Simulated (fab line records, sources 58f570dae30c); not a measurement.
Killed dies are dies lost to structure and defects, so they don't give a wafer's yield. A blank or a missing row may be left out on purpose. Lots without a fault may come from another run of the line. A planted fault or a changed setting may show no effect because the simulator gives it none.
Which tool did it? | flow berkeley_cmos170 | 14 lots, 42 wafers sampled, at 3 steps of a route of 331

WHAT THE GAUGES READ, wafer by wafer
UCB170_M1_OVL_MEAS_10. Usual: M1_OVL 1 nm, standard deviation 5.
lot  | measured     | on         | M1_OVL (nm) | flag
L334 | day 8 01:19  | overlay-01 | -4 -4 -4    |
L335 | day 8 16:20  | overlay-02 | -7 -5 -11   |
L336 | day 8 16:27  | overlay-01 | 8 2 -4      |
L337 | day 9 05:05  | overlay-01 | -9 -7 -6    |
L340 | day 9 09:40  | overlay-02 | -7 -3 1     |
L338 | day 9 11:49  | overlay-01 | 1 -8 -1     |
L341 | day 9 20:08  | overlay-01 | 3 4 -1      |
L343 | day 10 11:44 | overlay-02 | -4 -7 -2    |
L344 | day 10 20:17 | overlay-02 | -1 -2 -10   |
L350 | day 12 08:29 | overlay-01 | -1 1 7      |
L351 | day 12 13:51 | overlay-02 | 0 -3 2      |
L354 | day 13 06:31 | overlay-01 | 2 1 5       |
L355 | day 13 06:41 | overlay-01 | 6 2 1       |
L357 | day 13 23:10 | overlay-01 | -2 0 8      |

UCB170_V1_THK_MEAS_01. Usual: V1_TEOS_THK 2003 nm, standard deviation 24.
lot  | measured     | on            | V1_TEOS_THK (nm) | flag
L334 | day 8 03:40  | film_metro-02 | 1996 1978 2000   |
L335 | day 8 18:16  | film_metro-03 | 2034 2015 2072   |
L336 | day 8 19:35  | film_metro-01 | 1976 1976 2009   |
L337 | day 9 07:00  | film_metro-03 | 1987 2007 2029   |
L340 | day 9 12:39  | film_metro-02 | 1981 1994 2019   |
L338 | day 9 13:59  | film_metro-03 | 1976 1991 2028   |
L341 | day 9 22:04  | film_metro-02 | 1971 1979 1994   |
L343 | day 10 13:39 | film_metro-01 | 1989 2022 2010   |
L344 | day 10 22:31 | film_metro-03 | 2010 2010 1993   |
L350 | day 12 11:21 | film_metro-03 | 1999 2013 1994   |
L351 | day 12 16:53 | film_metro-01 | 1976 2008 2002   |
L354 | day 13 09:27 | film_metro-02 | 2023 2014 2015   |
L355 | day 13 09:33 | film_metro-01 | 2002 2028 2040   |
L357 | day 14 01:06 | film_metro-03 | 1985 2037 2043   |

WHICH TOOL RAN EACH LOT (tool, then ch and the chambers of the sampled wafers, then the start)
lot  | UCB170_M1_STRIP_13
L334 | plasma_asher-02 ch 0,1, day 8 01:32
L335 | plasma_asher-03 ch 0,1, day 8 16:33
L336 | plasma_asher-02 ch 0,1, day 8 16:40
L337 | plasma_asher-02 ch 0,1, day 9 05:17
L340 | plasma_asher-03 ch 0,1, day 9 09:53
L338 | plasma_asher-02 ch 0,1, day 9 12:02
L341 | plasma_asher-03 ch 0,1, day 9 20:20
L343 | plasma_asher-02 ch 0,1, day 10 11:56
L344 | plasma_asher-03 ch 0,1, day 10 20:31
L350 | plasma_asher-02 ch 0,1, day 12 08:43
L351 | plasma_asher-03 ch 0,1, day 12 14:04
L354 | plasma_asher-03 ch 0,1, day 13 06:44
L355 | plasma_asher-04 ch 0,1, day 13 06:59
L357 | plasma_asher-03 ch 0,1, day 13 23:23
- UCB170_M1_STRIP_13: strips in O2.

WHAT THE TOOLS THEMSELVES READ (means of the sampled wafers that have a number; where no wafer has one, the mark that the record gives instead)
UCB170_M1_STRIP_13. Usual: drypump_motor_current_A 5.6 A, standard deviation 0.52; oes_product_au 0.720 a.u., standard deviation 0.0047.
lot  | tool            | drypump_motor_current_A (A) | oes_product_au (a.u.) | flag
L334 | plasma_asher-02 | 5.3                         | 0.723                 |
L335 | plasma_asher-03 | 6.1                         | 0.722                 |
L336 | plasma_asher-02 | 5.3                         | 0.720                 |
L337 | plasma_asher-02 | 5.3                         | 0.722                 |
L340 | plasma_asher-03 | 5.7                         | 0.723                 |
L338 | plasma_asher-02 | 5.3                         | 0.723                 |
L341 | plasma_asher-03 | 5.7                         | 0.719                 |
L343 | plasma_asher-02 | 5.2                         | 0.718                 |
L344 | plasma_asher-03 | 5.7                         | 0.723                 |
L350 | plasma_asher-02 | 5.3                         | 0.719                 |
L351 | plasma_asher-03 | 5.7                         | 0.719                 |
L354 | plasma_asher-03 | 6.1                         | 0.717                 |
L355 | plasma_asher-04 | 5.7                         | 0.722                 |
L357 | plasma_asher-03 | 5.7                         | 0.718                 |

THE ANSWER, worked out from the rows above alone
Rule: a lot is off if the mean of its wafers that have a number lies more than 3 standard deviations from the usual mean. A lot without any number at a reading at which 4 lots or more have one is off too. The other lots that the step has rows for count as sound. The gauges are gone through in route order, then the tools' own readings, and for those a lot's mean is taken as printed above. The first step at which some lot is off is used, and at that step the reading that is off furthest; a lot without a number counts as furthest.
No lot is off at any reading shown: from this, nothing can be told.

WHAT THE SIMULATOR HAD PUT IN
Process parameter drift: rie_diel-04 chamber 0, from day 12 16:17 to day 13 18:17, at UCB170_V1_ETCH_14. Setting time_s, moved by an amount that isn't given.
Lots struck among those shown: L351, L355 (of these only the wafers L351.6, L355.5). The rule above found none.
